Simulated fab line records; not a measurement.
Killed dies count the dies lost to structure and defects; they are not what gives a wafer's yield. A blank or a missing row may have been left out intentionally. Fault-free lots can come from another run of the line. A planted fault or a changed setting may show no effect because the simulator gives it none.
fab line records	flow ritCmos
record lots=6	wafers=18	lastDay=7
route steps=202 shown PLDD@118 SPACER@125 NSD@131 PSD@142 SDANNEAL@153 SILICIDE@161 M1@202
lots that met no fault: from a run of the same line without faults
startH: hours from the record's opening day to when the first of the lot's shown wafers began	waitH: hours from the lot's prior step to this one	" unchanged from the row above	L1.1+2: one row covering several wafers at once	- no value present, or no start provided	* or withheld: withheld	< > ~ a bound
route shown NAME@n: NAME is a module with steps in the file, n the number in the route of the first one	usual: mean/standard deviation of fault-free wafers	same: alike in all rows	chamber/n: place in a boat	sites: each site's reading	_std_site: how widely they spread, as a standard deviation	_edge_site: inner sites' mean taken away from outer sites' mean	radiusMm: for every site, how far away it sits from the centre of the wafer	mask NAME#n: copy n	behind: the tool/chamber that last shaped the wafer	hold: why the lot was held/for how many hours/how that ended	device: transistor that didn't switch, given as n, p or np	end of line: the route-end tests of the same wafers	a step with no rows: only its recipe	killed: dies that structure and defects cost at the first sort, which is not the same as the wafer's yield	map: the dies of a wafer, with x for killed, . for not killed, _ for no die there
set.NAME: the setting that was run; set.NAME@STEP: the one run at that earlier step	model.NAME: the simulator's own value behind a step, which no gauge read
a table for each step, a row for each wafer; lots at some steps of the route
services: from which hour (startH, from the record's first day; less than 0 if before it) a tool's chamber was out of use, for how many hours, and why
## steps
# step RIT_PLDD_PEB_04
# recipe resist=NOVOLAK	tempC=withheld	timeS=withheld
# step RIT_PLDD_DEVELOP_05
# recipe resist=NOVOLAK	developTimeS=50	devTempC=23
# step RIT_PLDD_OVL_MEAS_06
# usual PLDD_OVL=0.6/1.6
lot.wafer	tool	chamber	startH	waitH	PLDD_OVL[nm]
L506.1	overlay-02	-	80.08	-	-1.3
L506.3	"	-	"	"	0.8
L506.4	"	-	"	"	-0.5
L514.4	overlay-02	-	113.78	-	2.2
L514.5	"	-	"	"	0.0
L514.6	"	-	"	"	-0.7
L519.1	overlay-02	-	138.60	-	3.7
L519.2	"	-	"	"	2.3
L519.3	"	-	"	"	1.5
L520.3	overlay-02	-	142.63	-	0.7
L520.4	"	-	"	"	0.0
L520.6	"	-	"	"	2.6
L522.1	overlay-01	-	153.01	-	2.7
L522.3	"	-	"	"	1.1
L522.6	"	-	"	"	2.9
L523.2	overlay-02	-	158.34	-	-0.1
L523.4	"	-	"	"	-0.2
L523.6	"	-	"	"	-1.3
# step RIT_PLDD_HARDBAKE_07
# recipe resist=NOVOLAK	tempC=140	timeS=60
# step RIT_PLDD_IMPLANT_08
# recipe species=BF2	energyKev=20	doseCm2=9e+14	tiltDeg=7
# step RIT_PLDD_STRIP_09
# recipe chemistry=O2	timeS=180	resist=NOVOLAK	platenTempC=withheld	powerW=500	pressureMtorr=4000	o2FlowSccm=4000
# usual drypumpMotorCurrentA=6.0/0.55
lot.wafer	tool	chamber	startH	waitH	drypumpMotorCurrentA	rfHoursCounterH
L506.1	plasmaAsher-04	0	80.42	0.1	6.8	29
L506.3	"	0	"	"	6.8	-
L506.4	"	1	"	"	5.5	-
L514.4	plasmaAsher-02	1	114.57	0.1	5.7	-
L514.5	"	0	"	"	6.0	-
L514.6	"	1	"	"	5.7	-
L519.1	plasmaAsher-04	1	138.94	0.1	5.5	37
L519.2	"	0	"	"	6.8	37
L519.3	"	0	"	"	6.8	-
L520.3	plasmaAsher-02	0	143.02	0.1	6.0	-
L520.4	"	1	"	"	5.7	-
L520.6	"	0	"	"	6.0	-
L522.1	plasmaAsher-04	0	153.35	0.1	6.8	39
L522.3	"	1	"	"	5.5	-
L522.6	"	1	"	"	5.5	-
L523.2	plasmaAsher-04	1	158.67	0.1	5.5	40
L523.4	"	0	"	"	6.8	-
L523.6	"	0	"	"	6.8	-
# step RIT_PLDD_TW_MEAS_10
# usual PLDD_TW=2328/26
lot.wafer	tool	chamber	startH	waitH	PLDD_TW
L506.1	filmMetro-02	-	80.59	0.1	2340
L506.3	"	-	"	"	2337
L506.4	"	-	"	"	2341
L514.4	filmMetro-02	-	114.72	0.1	2340
L514.5	"	-	"	"	2338
L514.6	"	-	"	"	2354
L519.1	filmMetro-02	-	139.11	0.1	2336
L519.2	"	-	"	"	2340
L519.3	"	-	"	"	2329
L520.3	filmMetro-03	-	143.15	0.1	2344
L520.4	"	-	"	"	2351
L520.6	"	-	"	"	2348
L522.1	filmMetro-03	-	153.52	0.1	2344
L522.3	"	-	"	"	2333
L522.6	"	-	"	"	2332
L523.2	filmMetro-01	-	158.86	0.1	2317
L523.4	"	-	"	"	2301
L523.6	"	-	"	"	2303
# step RIT_SPACER_CLEAN_00
# recipe chemistry=SC1	mix=3:3:50	timeS=600	tempC=75
# step RIT_SPACER_CLEAN_01
# recipe chemistry=dHF	dilution=50:1	timeS=30
# step RIT_SPACER_CLEAN_02
# recipe chemistry=SC2	mix=3:3:50	timeS=600	tempC=75	dry=n2Spin
# step RIT_SPACER_CVD_03
# recipe material=Si3N4	targetThkNm=250	tempC=810	precursor=SiH2Cl2/NH3	timeS=3300	pressureMtorr=300	sih2cl2FlowSccm=60	nh3FlowSccm=150
# step RIT_SPACER_THK_MEAS_04
# recipe reads=Si3N4_of_SPACER_CVD_03
# usual SPACER_NITRIDE_THK=249.3/2.7
lot.wafer	tool	chamber	startH	waitH	SPACER_NITRIDE_THK[nm]
L506.1	filmMetro-02	-	82.96	0.0	256.7
L506.3	"	-	"	"	254.5
L506.4	"	-	"	"	255.8
L514.4	filmMetro-04	-	117.09	0.0	252.7
L514.5	"	-	"	"	252.4
L514.6	"	-	"	"	252.8
L519.1	filmMetro-04	-	141.49	0.0	245.8
L519.2	"	-	"	"	248.5
L519.3	"	-	"	"	247.7
L520.3	filmMetro-04	-	145.53	0.0	248.7
L520.4	"	-	"	"	248.8
L520.6	"	-	"	"	248.5
L522.1	filmMetro-03	-	156.83	0.0	250.6
L522.3	"	-	"	"	250.2
L522.6	"	-	"	"	250.1
L523.2	filmMetro-02	-	161.20	0.0	247.1
L523.4	"	-	"	"	244.6
L523.6	"	-	"	"	245.4
# step RIT_SPACER_ETCHBACK_05
# recipe targetDepthA=2500	SF6_flow_sccm=30	CHF3_flow_sccm=30	target=Si3N4	chemistry=SF6/CHF3	pressureMtorr=40	rfW=250	timeS=240	stopOn=SiO2
# usual SF6_flow_sccm=30.00/0.084	drypumpMotorCurrentA=5.7/0.37	oesProductAu=0.840/0.014	throttleValvePct=10.27/0.16
lot.wafer	tool	chamber	startH	waitH	SF6_flow_sccm	drypumpMotorCurrentA	oesProductAu	rfHoursCounterH	throttleValvePct	model.poly-Si_of_GATE_CVD_08.thkNm	model.Si3N4_of_SPACER_CVD_03.thkNm
L506.1	rieDiel-01	2	83.02	0.1	30.03	5.7	0.857	25	10.08	164.3	200.8
L506.3	"	0	"	"	30.06	6.4	0.842	130	10.47	163.3	198.7
L506.4	"	3	"	"	30.15	5.7	0.866	80	10.44	162.8	200.8
L514.4	rieDiel-04	3	117.12	0.0	29.97	5.3	0.823	88	10.22	165.8	198.1
L514.5	"	2	"	"	30.03	5.8	0.848	-	10.41	164.5	197.4
L514.6	"	3	"	"	29.96	5.3	0.823	-	10.20	164.4	197.8
L519.1	rieDiel-04	2	141.55	0.1	30.05	5.8	0.833	42	10.41	172.2	199.7
L519.2	"	0	"	"	30.06	5.6	0.836	149	10.16	172	201.9
L519.3	"	1	"	"	30.02	5.6	0.849	113	10.30	172.4	201.6
L520.3	rieDiel-04	1	145.57	0.0	30.05	5.6	0.844	113	10.30	176.1	201.7
L520.4	"	0	"	"	30.02	5.6	0.839	149	10.16	175.3	201.7
L520.6	"	3	"	"	29.97	5.3	0.811	-	10.20	177.1	201.4
L522.1	rieDiel-01	2	156.89	0.1	29.92	5.7	0.847	27	10.04	162.4	195.4
L522.3	"	0	"	"	29.97	6.4	0.830	131	10.46	164.1	195.9
L522.6	"	1	"	"	29.92	5.1	0.828	-	10.42	163.1	196.4
L523.2	rieDiel-01	0	161.25	0.0	30.03	6.4	0.829	131	10.46	168.3	193.1
L523.4	"	1	"	"	29.88	5.1	0.827	139	10.42	168	192
L523.6	"	2	"	"	29.94	5.6	0.830	-	10.05	168.7	192.1
# step RIT_NSD_HMDS_00
# recipe primeTimeS=60	primeTempC=140
# step RIT_NSD_COAT_01
# recipe resist=NOVOLAK	spinRpm=3250	resistThkNm=1000
# step RIT_NSD_SOFTBAKE_02
# recipe resist=NOVOLAK	tempC=90	timeS=60
# step RIT_NSD_EXPOSE_03
# recipe maskId=M9	na=0.57	targetCdNm=40700	doseMj=250
# step RIT_NSD_PEB_04
# recipe resist=NOVOLAK	tempC=withheld	timeS=withheld
# step RIT_NSD_DEVELOP_05
# recipe resist=NOVOLAK	developTimeS=50	devTempC=23
# step RIT_NSD_OVL_MEAS_06
# usual NSD_OVL=-0.3/1.4
lot.wafer	tool	chamber	startH	waitH	NSD_OVL[nm]
L506.1	overlay-01	-	84.14	-	0.1
L506.3	"	-	"	"	-0.6
L506.4	"	-	"	"	0.4
L514.4	overlay-02	-	118.26	-	-1.2
L514.5	"	-	"	"	-1.2
L514.6	"	-	"	"	-2.3
L519.1	overlay-02	-	142.66	-	-0.4
L519.2	"	-	"	"	0.3
L519.3	"	-	"	"	-1.3
L520.3	overlay-01	-	146.58	-	0.7
L520.4	"	-	"	"	-0.8
L520.6	"	-	"	"	-0.8
L522.1	overlay-01	-	157.89	-	-1.2
L522.3	"	-	"	"	-1.6
L522.6	"	-	"	"	-0.9
L523.2	overlay-01	-	162.38	-	0.7
L523.4	"	-	"	"	1.0
L523.6	"	-	"	"	0.2
# step RIT_NSD_HARDBAKE_07
# recipe resist=NOVOLAK	tempC=140	timeS=60
# step RIT_NSD_IMPLANT_08
# recipe species=P	energyKev=25	doseCm2=1e+15	tiltDeg=7
# step RIT_NSD_STRIP_09
# recipe chemistry=O2	timeS=180	resist=NOVOLAK	platenTempC=withheld	powerW=500	pressureMtorr=4000	o2FlowSccm=4000
# usual drypumpMotorCurrentA=5.95/0.18
lot.wafer	tool	chamber	startH	waitH	drypumpMotorCurrentA	rfHoursCounterH
L506.1	plasmaAsher-03	1	84.48	0.1	6.30	44
L506.3	"	1	"	"	6.28	-
L506.4	"	0	"	"	5.87	-
L514.4	plasmaAsher-02	0	118.64	0.1	5.96	-
L514.5	"	1	"	"	5.68	-
L514.6	"	0	"	"	5.95	-
L519.1	plasmaAsher-01	1	143.00	0.1	6.15	0
L519.2	"	0	"	"	5.90	0
L519.3	"	0	"	"	5.92	-
L520.3	plasmaAsher-03	0	146.98	0.1	5.88	-
L520.4	"	1	"	"	6.28	-
L520.6	"	1	"	"	6.29	-
L522.1	plasmaAsher-02	1	158.22	0.1	5.72	53
L522.3	"	0	"	"	5.96	-
L522.6	"	0	"	"	5.95	-
L523.2	plasmaAsher-01	0	162.71	0.1	5.91	3
L523.4	"	0	"	"	5.89	-
L523.6	"	0	"	"	5.86	-
# step RIT_NSD_TW_MEAS_10
# usual NSD_TW=3086/38
lot.wafer	tool	chamber	startH	waitH	NSD_TW
L506.1	filmMetro-03	-	84.65	0.1	3147
L506.3	"	-	"	"	3134
L506.4	"	-	"	"	3144
L514.4	filmMetro-01	-	118.79	0.1	3040
L514.5	"	-	"	"	3042
L514.6	"	-	"	"	3048
L519.1	filmMetro-02	-	143.17	0.1	3101
L519.2	"	-	"	"	3112
L519.3	"	-	"	"	3097
L520.3	filmMetro-01	-	147.11	0.1	3074
L520.4	"	-	"	"	3056
L520.6	"	-	"	"	3064
L522.1	filmMetro-02	-	158.40	0.1	3097
L522.3	"	-	"	"	3094
L522.6	"	-	"	"	3101
L523.2	filmMetro-01	-	162.90	0.1	3065
L523.4	"	-	"	"	3072
L523.6	"	-	"	"	3050
# step RIT_PSD_HMDS_00
# recipe primeTimeS=60	primeTempC=140
# step RIT_PSD_COAT_01
# recipe resist=NOVOLAK	spinRpm=3250	resistThkNm=1000
# step RIT_PSD_SOFTBAKE_02
# recipe resist=NOVOLAK	tempC=90	timeS=60
# step RIT_PSD_EXPOSE_03
# recipe maskId=M10	na=0.57	targetCdNm=40900	doseMj=250
# step RIT_PSD_PEB_04
# recipe resist=NOVOLAK	tempC=withheld	timeS=withheld
# step RIT_PSD_DEVELOP_05
# recipe resist=NOVOLAK	developTimeS=50	devTempC=23
# step RIT_PSD_OVL_MEAS_06
# usual PSD_OVL=-0.2/1.5
lot.wafer	tool	chamber	startH	waitH	PSD_OVL[nm]
L506.1	overlay-01	-	85.76	-	2.1
L506.3	"	-	"	"	0.9
L506.4	"	-	"	"	1.0
L514.4	overlay-01	-	119.81	-	3.0
L514.5	"	-	"	"	-0.4
L514.6	"	-	"	"	1.9
L519.1	overlay-02	-	144.21	-	0.5
L519.2	"	-	"	"	0.4
L519.3	"	-	"	"	2.3
L520.3	overlay-02	-	148.01	-	3.0
L520.4	"	-	"	"	0.2
L520.6	"	-	"	"	1.2
L522.1	overlay-02	-	159.31	-	-2.1
L522.3	"	-	"	"	-2.4
L522.6	"	-	"	"	-2.3
L523.2	overlay-01	-	163.80	-	-1.0
L523.4	"	-	"	"	-0.1
L523.6	"	-	"	"	1.7
# step RIT_PSD_HARDBAKE_07
# recipe resist=NOVOLAK	tempC=140	timeS=60
# step RIT_PSD_IMPLANT_08
# recipe species=BF2	energyKev=27	doseCm2=5e+15	tiltDeg=7
# step RIT_PSD_STRIP_09
# recipe chemistry=O2	timeS=180	resist=NOVOLAK	platenTempC=withheld	powerW=500	pressureMtorr=4000	o2FlowSccm=4000
# usual drypumpMotorCurrentA=6.0/0.3
lot.wafer	tool	chamber	startH	waitH	drypumpMotorCurrentA	rfHoursCounterH
L506.1	plasmaAsher-02	1	86.09	0.1	5.8	44
L506.3	"	1	"	"	5.8	-
L506.4	"	0	"	"	6.0	-
L514.4	plasmaAsher-04	1	120.19	0.1	5.5	-
L514.5	"	1	"	"	5.5	-
L514.6	"	0	"	"	6.8	-
L519.1	plasmaAsher-02	1	144.54	0.1	5.7	52
L519.2	"	0	"	"	6.0	52
L519.3	"	0	"	"	6.0	-
L520.3	plasmaAsher-02	1	148.40	0.1	5.7	-
L520.4	"	0	"	"	6.0	-
L520.6	"	0	"	"	6.0	-
L522.1	plasmaAsher-03	0	159.64	0.1	5.8	55
L522.3	"	1	"	"	6.3	-
L522.6	"	1	"	"	6.3	-
L523.2	plasmaAsher-03	1	164.13	0.1	6.3	55
L523.4	"	0	"	"	5.9	-
L523.6	"	1	"	"	6.3	-
# step RIT_PSD_TW_MEAS_10
# usual PSD_TW=3401/32
lot.wafer	tool	chamber	startH	waitH	PSD_TW
L506.1	filmMetro-03	-	86.27	0.1	3428
L506.3	"	-	"	"	3443
L506.4	"	-	"	"	3420
L514.4	filmMetro-02	-	120.33	0.1	3418
L514.5	"	-	"	"	3431
L514.6	"	-	"	"	3426
L519.1	filmMetro-02	-	144.72	0.1	3404
L519.2	"	-	"	"	3402
L519.3	"	-	"	"	3389
L520.3	filmMetro-01	-	148.53	0.1	3369
L520.4	"	-	"	"	3377
L520.6	"	-	"	"	3371
L522.1	filmMetro-02	-	159.82	0.1	3394
L522.3	"	-	"	"	3402
L522.6	"	-	"	"	3397
L523.2	filmMetro-03	-	164.32	0.1	3395
L523.4	"	-	"	"	3414
L523.6	"	-	"	"	3409
# step RIT_SDANNEAL_CLEAN_00
# recipe chemistry=SC1	mix=3:3:50	timeS=600	tempC=75
# step RIT_SDANNEAL_CLEAN_01
# recipe chemistry=dHF	dilution=50:1	timeS=30
# step RIT_SDANNEAL_CLEAN_02
# recipe chemistry=SC2	mix=3:3:50	timeS=600	tempC=75	dry=n2Spin
# usual tempC=74.98/0.12
lot.wafer	tool	chamber	startH	waitH	tempC	model.poly-Si_of_GATE_CVD_08.thkNm
L506.1	wetBench-03	2	86.54	0.0	75.00	159.8
L506.3	"	2	"	"	74.95	158.9
L506.4	"	2	"	"	74.87	158.4
L514.4	wetBench-03	0	120.55	0.0	75.01	161.5
L514.5	"	0	"	"	75.08	160.2
L514.6	"	0	"	"	75.05	160
L519.1	wetBench-03	0	144.97	0.0	75.00	167.8
L519.2	"	0	"	"	74.90	167.6
L519.3	"	0	"	"	74.97	168.1
L520.3	wetBench-03	1	148.76	0.0	74.95	171.9
L520.4	"	1	"	"	75.09	171
L520.6	"	1	"	"	75.12	172.8
L522.1	wetBench-01	1	160.07	0.0	75.14	158
L522.3	"	1	"	"	75.28	159.8
L522.6	"	1	"	"	75.01	158.8
L523.2	wetBench-01	3	164.56	0.0	74.98	163.9
L523.4	"	3	"	"	75.03	163.7
L523.6	"	3	"	"	74.94	164.3
# step RIT_SDANNEAL_RTA_03
# recipe tempC=1050	timeS=5	idleTempC=600	rampUpCPerS=342	rampDownCPerS=171	coolToC=600	ambient=N2
# usual wafer_temp_C_max=1053.7/1.2
lot.wafer	tool	chamber	startH	waitH	wafer_temp_C_max
L506.1	rtpAnneal-01	0	86.73	0.0	1053.8
L506.3	"	0	"	"	1054.6
L506.4	"	0	"	"	1055.5
L514.4	rtpAnneal-02	0	120.76	0.0	1052.5
L514.5	"	0	"	"	1052.7
L514.6	"	0	"	"	1055.6
L519.1	rtpAnneal-02	0	145.15	0.0	1052.7
L519.2	"	0	"	"	1053.1
L519.3	"	0	"	"	1052.7
L520.3	rtpAnneal-01	0	148.96	0.0	1053.7
L520.4	"	0	"	"	1052.6
L520.6	"	0	"	"	1054.7
L522.1	rtpAnneal-01	0	160.26	0.0	1052.2
L522.3	"	0	"	"	1053.7
L522.6	"	0	"	"	1054.9
L523.2	rtpAnneal-02	0	164.76	0.0	1054.8
L523.4	"	0	"	"	1054.1
L523.6	"	0	"	"	1052.8
# step RIT_SDANNEAL_RS_MEAS_04
# recipe thkMeasGauge=four-point-probe
# usual PSD_RS=115.94/0.28
lot.wafer	tool	chamber	startH	waitH	PSD_RS[ohm/sq]
L506.1	filmMetro-01	-	86.79	0.0	116.13
L506.3	"	-	"	"	115.61
L506.4	"	-	"	"	115.98
L514.4	filmMetro-03	-	120.85	0.1	115.92
L514.5	"	-	"	"	115.90
L514.6	"	-	"	"	115.77
L519.1	filmMetro-02	-	145.20	0.0	115.78
L519.2	"	-	"	"	115.86
L519.3	"	-	"	"	115.79
L520.3	filmMetro-02	-	149.04	0.1	115.74
L520.4	"	-	"	"	115.84
L520.6	"	-	"	"	116.13
L522.1	filmMetro-02	-	160.32	0.0	115.64
L522.3	"	-	"	"	115.97
L522.6	"	-	"	"	115.51
L523.2	filmMetro-02	-	164.83	0.1	115.93
L523.4	"	-	"	"	116.03
L523.6	"	-	"	"	115.68
# step RIT_SDANNEAL_RS_MEAS_05
# recipe thkMeasGauge=four-point-probe
# usual NSD_RS=84.51/0.27
lot.wafer	tool	chamber	startH	waitH	NSD_RS[ohm/sq]
L506.1	filmMetro-01	-	86.91	0.1	84.09
L506.3	"	-	"	"	84.13
L506.4	"	-	"	"	84.48
L514.4	filmMetro-03	-	120.97	0.1	84.62
L514.5	"	-	"	"	84.70
L514.6	"	-	"	"	84.91
L519.1	filmMetro-02	-	145.32	0.1	84.30
L519.2	"	-	"	"	84.06
L519.3	"	-	"	"	84.02
L520.3	filmMetro-02	-	149.16	0.1	84.75
L520.4	"	-	"	"	84.88
L520.6	"	-	"	"	84.80
L522.1	filmMetro-02	-	160.44	0.1	84.45
L522.3	"	-	"	"	84.41
L522.6	"	-	"	"	84.25
L523.2	filmMetro-02	-	164.95	0.1	84.76
L523.4	"	-	"	"	85.03
L523.6	"	-	"	"	84.66
# step RIT_SDANNEAL_RS_MEAS_06
# recipe thkMeasGauge=four-point-probe
# usual PLDD_RS=178.6/0.39
lot.wafer	tool	chamber	startH	waitH	PLDD_RS[ohm/sq]
L506.1	filmMetro-01	-	87.03	0.1	178.4
L506.3	"	-	"	"	178.3
L506.4	"	-	"	"	178.8
L514.4	filmMetro-03	-	121.09	0.1	178.7
L514.5	"	-	"	"	178.9
L514.6	"	-	"	"	178.9
L519.1	filmMetro-02	-	145.44	0.1	178.9
L519.2	"	-	"	"	178.7
L519.3	"	-	"	"	178.3
L520.3	filmMetro-02	-	149.28	0.1	178.1
L520.4	"	-	"	"	179.0
L520.6	"	-	"	"	178.7
L522.1	filmMetro-02	-	160.56	0.1	177.9
L522.3	"	-	"	"	178.2
L522.6	"	-	"	"	178.1
L523.2	filmMetro-02	-	165.07	0.1	178.3
L523.4	"	-	"	"	178.3
L523.6	"	-	"	"	178.7
# step RIT_SILICIDE_WET_ETCH_00
# recipe chemistry=BOE	target=SiO2	targetDepthNm=14	timeS=15	dry=n2Spin	dilution=10:1	tempC=21.5
# usual tempC=21.50/0.1
lot.wafer	tool	chamber	startH	waitH	tempC	model.Si3N4_of_SPACER_CVD_03.thkNm
L506.1	wetBench-04	2	87.27	0.1	21.37	199.7
L506.3	"	2	"	"	21.41	197.5
L506.4	"	2	"	"	21.48	199.6
L514.4	wetBench-03	0	121.27	0.0	21.61	197
L514.5	"	0	"	"	21.71	196.3
L514.6	"	0	"	"	21.51	196.6
L519.1	wetBench-03	3	145.68	0.1	21.38	198.5
L519.2	"	3	"	"	21.56	200.8
L519.3	"	3	"	"	21.49	200.5
L520.3	wetBench-02	3	149.48	0.1	21.65	200.6
L520.4	"	3	"	"	21.57	200.5
L520.6	"	3	"	"	21.51	200.2
L522.1	wetBench-04	3	160.80	0.1	21.52	194.2
L522.3	"	3	"	"	21.53	194.8
L522.6	"	3	"	"	21.42	195.2
L523.2	wetBench-02	1	165.29	0.1	21.27	191.9
L523.4	"	1	"	"	21.28	190.8
L523.6	"	1	"	"	21.29	190.9
# step RIT_M1_PROBE_99
# usual killedAtContacts=0.1/0.38	killedAtFrontEnd=6.9/2.9	killedDies=7.1/3	killedOpen=3.5/2.1	killedShort=3.5/2
# same grossDies=264	killed_at_M0_to_M3=0	killed_at_M4_up=0	killedAtBackSide=0	killedAtOther=0
lot.wafer	tool	chamber	startH	waitH	killedAtContacts	killedAtFrontEnd	killedDies	killedOpen	killedShort	model.etest.nmos_0p15.rOnOhmUm	model.etest.pplusSal.widthNm	model.etest.nplusSal.widthNm	model.etest.nwellPinched.rsOhmSq	model.etest.pwellPinched.rsOhmSq	model.etest.nmos_0p3.driveUaUm	model.etest.ppolyLine.lineOhmUm	model.etest.contactNplus.endOhmUm
L506.1	prober-02	-	94.44	0.1	0	13	13	5	8	1159	3443	3433	333.7	458.7	206.9	156.6	40.89
L506.3	prober-02	-	94.54	0.2	0	13	13	8	5	1146	3441	3465	336.3	448.9	211.5	159	41.26
L506.4	prober-02	-	94.59	0.2	0	9	9	3	6	1110	3443	3424	334.4	451.8	216	157.5	39.87
L514.4	prober-02	-	128.34	0.2	0	9	9	4	5	1103	3446	3432	335.7	449.6	224.1	157.4	42.11
L514.5	prober-02	-	128.39	0.2	0	8	8	4	4	1128	3424	3419	340.3	461.9	226.9	154.8	42.15
L514.6	prober-02	-	128.44	0.2	0	9	9	3	6	1115	3427	3442	340.2	456.8	222.8	157.4	42.52
L519.1	prober-02	-	152.84	0.1	0	14	14	5	9	1081	3389	3359	319.2	428.7	212.1	149	38.16
L519.2	prober-02	-	152.89	0.1	0	10	10	6	4	1068	3366	3343	317.9	432.1	211.8	150.2	36.6
L519.3	prober-02	-	152.94	0.2	0	8	8	5	3	1045	3351	3352	313.2	432.6	217.9	155.1	35.54
L520.3	prober-01	-	156.58	0.2	0	8	8	5	2	1069	3349	3338	318	438	214.7	147.1	36.45
L520.4	prober-01	-	156.63	0.2	0	3	3	2	1	1060	3341	3349	314.8	435.5	217.5	147.5	38.19
L520.6	prober-01	-	156.73	0.2	0	8	8	4	3	1017	3333	3368	319	438.2	220.2	156.4	37.34
L522.1	prober-01	-	168.44	0.1	0	5	5	2	3	1218	3442	3443	338.8	459.8	220.2	157.9	43.43
L522.3	prober-01	-	168.54	0.2	0	4	4	2	2	1184	3447	3433	336.3	455.9	215.2	153.2	42.16
L522.6	prober-01	-	168.69	0.2	0	6	6	3	2	1167	3435	3431	334.4	452.8	223.2	157.9	41.19
L523.2	prober-02	-	172.44	0.1	1	11	12	3	7	1164	3446	3448	339	455.2	223.8	161.9	41.33
L523.4	prober-02	-	172.54	0.2	0	11	11	3	7	1148	3447	3456	339.6	459.1	223.6	159.1	41.74
L523.6	prober-02	-	172.64	0.2	0	9	9	3	4	1150	3443	3423	342.1	450.8	223.8	162.6	43.27
# killed by level:class
L506.1 GATE:geometricParticle:short=3 SPACER:geometricParticle:open=2 SILICIDE:geometricParticle:short=2 FOX1:geometricParticle:short=1 FOX1:geometricParticle:open=1 FOX2:geometricParticle:open=1 FOX2:geometricParticle:short=1 GATE:geometricParticle:open=1
L506.3 GATE:geometricParticle:open=5 GATE:geometricParticle:short=2 SPACER:geometricParticle:short=2 SILICIDE:geometricParticle:open=2 FOX2:geometricParticle:open=1 SILICIDE:geometricParticle:short=1
L506.4 FOX2:geometricParticle:short=2 GATE:geometricParticle:short=2 FOX1:geometricParticle:short=1 FOX2:geometricParticle:open=1 GATE:geometricParticle:open=1 SPACER:geometricParticle:short=1 SILICIDE:geometricParticle:open=1
L514.4 GATE:geometricParticle:open=2 REOX:geometricParticle:short=2 FOX2:geometricParticle:short=1 GATE:geometricParticle:short=1 SPACER:geometricParticle:short=1 SPACER:geometricParticle:open=1 SILICIDE:geometricParticle:open=1
L514.5 GATE:geometricParticle:short=3 SPACER:geometricParticle:open=3 FOX1:geometricParticle:short=1 GATE:geometricParticle:open=1
L514.6 FOX2:geometricParticle:short=4 GATE:geometricParticle:short=1 REOX:geometricParticle:short=1 REOX:geometricParticle:open=1 SPACER:geometricParticle:open=1 SILICIDE:geometricParticle:open=1
L519.1 GATE:geometricParticle:short=4 SPACER:geometricParticle:short=4 REOX:geometricParticle:open=2 SPACER:geometricParticle:open=2 FOX2:geometricParticle:open=1 REOX:geometricParticle:short=1
L519.2 REOX:geometricParticle:short=3 REOX:geometricParticle:open=3 GATE:geometricParticle:open=2 FOX1:geometricParticle:open=1 FOX2:geometricParticle:short=1
L519.3 GATE:geometricParticle:open=4 FOX1:geometricParticle:open=1 FOX1:geometricParticle:short=1 GATE:geometricParticle:short=1 REOX:geometricParticle:short=1
L520.3 FOX1:geometricParticle:open=3 FOX1:geometricParticle:short=1 GATE:geometricParticle:open=1 GATE:geometricParticle:short=1 SPACER:geometricParticle:open=1 PRETRO:coatMicrobubblePrinted=1
L520.4 FOX1:geometricParticle:open=1 FOX1:geometricParticle:short=1 SILICIDE:geometricParticle:open=1
L520.6 GATE:geometricParticle:open=2 REOX:geometricParticle:short=2 FOX1:geometricParticle:short=1 FOX1:geometricParticle:open=1 FOX2:geometricParticle:open=1 PRETRO:coatMicrobubblePrinted=1
L522.1 FOX1:geometricParticle:short=2 FOX1:geometricParticle:open=1 GATE:geometricParticle:short=1 SPACER:geometricParticle:open=1
L522.3 FOX1:geometricParticle:open=2 FOX1:geometricParticle:short=1 GATE:geometricParticle:short=1
L522.6 GATE:geometricParticle:open=3 GATE:geometricParticle:short=2 NRETRO:coatMicrobubblePrinted=1
L523.2 GATE:geometricParticle:short=4 FOX1:geometricParticle:short=1 FOX2:geometricParticle:open=1 GATE:geometricParticle:open=1 REOX:geometricParticle:short=1 SILICIDE:geometricParticle:open=1 CONTACT:geometricParticle:short=1 NLDD:coatMicrobubblePrinted=1
L523.4 FOX1:geometricParticle:short=3 GATE:geometricParticle:short=2 GATE:geometricParticle:open=2 REOX:geometricParticle:open=1 REOX:geometricParticle:short=1 SPACER:geometricParticle:short=1 PLDD:coatMicrobubblePrinted=1
L523.6 GATE:geometricParticle:short=2 GATE:geometricParticle:open=2 FOX2:geometricParticle:short=1 REOX:geometricParticle:short=1 REOX:geometricParticle:open=1 NLDD:coatMicrobubblePrinted=1 PLDD:coatMicrobubblePrinted=1
## services
tool	chamber	startH	hours	kind
plasmaAsher-04	-	67.36	4.3	pm
wetBench-01	-	69.82	7.1	repair
rieDiel-04	2	78.25	10.4	repair
plasmaAsher-01	-	86.36	44.0	repair
rieDiel-01	-	120.40	0.3	repair
rieDiel-01	3	127.01	20.2	repair
plasmaAsher-01	-	130.40	9.0	pm
plasmaAsher-01	0	130.40	9.0	ventCycle
plasmaAsher-01	1	130.40	9.0	ventCycle
rieDiel-01	0	133.54	6.1	repair
plasmaAsher-01	0	139.40	-	clean
plasmaAsher-01	1	139.40	-	clean
plasmaAsher-03	-	142.21	2.9	repair
rieDiel-04	0	158.99	-	clean
## key
firstSign none at tools or gauges
modelEffect step=RIT_SPACER_ETCHBACK_05	value=poly-Si_of_GATE_CVD_08.thkNm	without=165.7	struck=174.2
modelEffect step=RIT_SDANNEAL_CLEAN_02	value=poly-Si_of_GATE_CVD_08.thkNm	without=161.3	struck=169.9
modelEffect step=RIT_SILICIDE_WET_ETCH_00	value=Si3N4_of_SPACER_CVD_03.thkNm	without=193.2	struck=200.2
modelEffect step=RIT_M1_PROBE_99	value=etest.nmos_0p15.rOnOhmUm	without=1138	struck=1056
metAt RIT_SPACER_ETCHBACK_05
struckWafers L519.1,L519.2,L519.3,L520.3,L520.4,L520.6
testerLeftOut L519,L520
onsetBetween 117.12 141.55
fault kind=processParameterDrift	tool=rieDiel-04	chamber=-	onsetH=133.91	steps=RIT_SPACER_ETCHBACK_05	channel=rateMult	offset=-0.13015	shape=step	endH=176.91
# testerLeftOut: of these lots the tester's yield and bins aren't shown, on N5 and GAA mostly nor the transistor test; their killed dies are dies lost to structure and defects alone, not to doping, threshold or leakage, so they don't give the yield
